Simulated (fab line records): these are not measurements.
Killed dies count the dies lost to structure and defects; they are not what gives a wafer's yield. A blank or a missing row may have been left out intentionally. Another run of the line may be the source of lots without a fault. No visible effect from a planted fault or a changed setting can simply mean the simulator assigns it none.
What tool caused it? || flow rit-cmos || 21 wafers from 7 lots sampled at 2 of the route's 202 steps

WHAT THE GAUGES SHOWED, per wafer
RIT_PLDD_OVL_MEAS_06.
{"lot": "L481", "measured": "day 3 00:33", "on": "overlay-01", "PLDD_OVL (nm)": "-0.1 -0.5 -0.1"}
{"lot": "L484", "measured": "day 3 22:27", "on": "overlay-02", "PLDD_OVL (nm)": "0.5 2.1 0.1"}
{"lot": "L487", "measured": "day 4 12:14", "on": "overlay-02", "PLDD_OVL (nm)": "2.2 -0.8 -0.4"}
{"lot": "L489", "measured": "day 5 00:47", "on": "overlay-02", "PLDD_OVL (nm)": "0.6 1.2 0.2"}
{"lot": "L498", "measured": "day 7 07:05", "on": "overlay-02", "PLDD_OVL (nm)": "-4.0 -2.8 -1.4"}
{"lot": "L499", "measured": "day 7 11:26", "on": "overlay-01", "PLDD_OVL (nm)": "-4.2 -2.2 -2.4"}
{"lot": "L502", "measured": "day 8 10:43", "on": "overlay-01", "PLDD_OVL (nm)": "0.3 -1.3 -2.6"}

EACH LOT AND THE TOOL THAT RAN IT (in order: tool; ch and the chambers of the sampled wafers; start)
{"lot": "L481", "RIT_PLDD_EXPOSE_03": "iline-stepper-02 ch 0, day 3 00:08"}
{"lot": "L484", "RIT_PLDD_EXPOSE_03": "iline-stepper-01 ch 0, day 3 21:56"}
{"lot": "L487", "RIT_PLDD_EXPOSE_03": "iline-stepper-02 ch 0, day 4 11:50"}
{"lot": "L489", "RIT_PLDD_EXPOSE_03": "iline-stepper-02 ch 0, day 5 00:24"}
{"lot": "L498", "RIT_PLDD_EXPOSE_03": "iline-stepper-02 ch 0, day 7 06:42"}
{"lot": "L499", "RIT_PLDD_EXPOSE_03": "iline-stepper-02 ch 0, day 7 11:02"}
{"lot": "L502", "RIT_PLDD_EXPOSE_03": "iline-stepper-02 ch 0, day 8 10:15"}
- RIT_PLDD_EXPOSE_03: exposes mask M8, target cd 40900 nm.

THE ANSWER, worked out from the rows above alone
Rule: usual is defined by the lots themselves. Put in order of their means at a reading, lots are off if they are a third of the lots or fewer, leave a main group of 4 or more, and stand apart from it by a gap of 3 or more times the standard deviation of the main group's means; of several such gaps the widest counts. Not used: any main group whose means are identical at the precision the tables above print for the reading. Also off: a lot with no number at a reading for which 4 or more lots have one. The other lots that the step has rows for count as sound.
Across all readings shown, no lot is off: no conclusion can be drawn from this.

WHAT THE SIMULATOR HAD INSERTED
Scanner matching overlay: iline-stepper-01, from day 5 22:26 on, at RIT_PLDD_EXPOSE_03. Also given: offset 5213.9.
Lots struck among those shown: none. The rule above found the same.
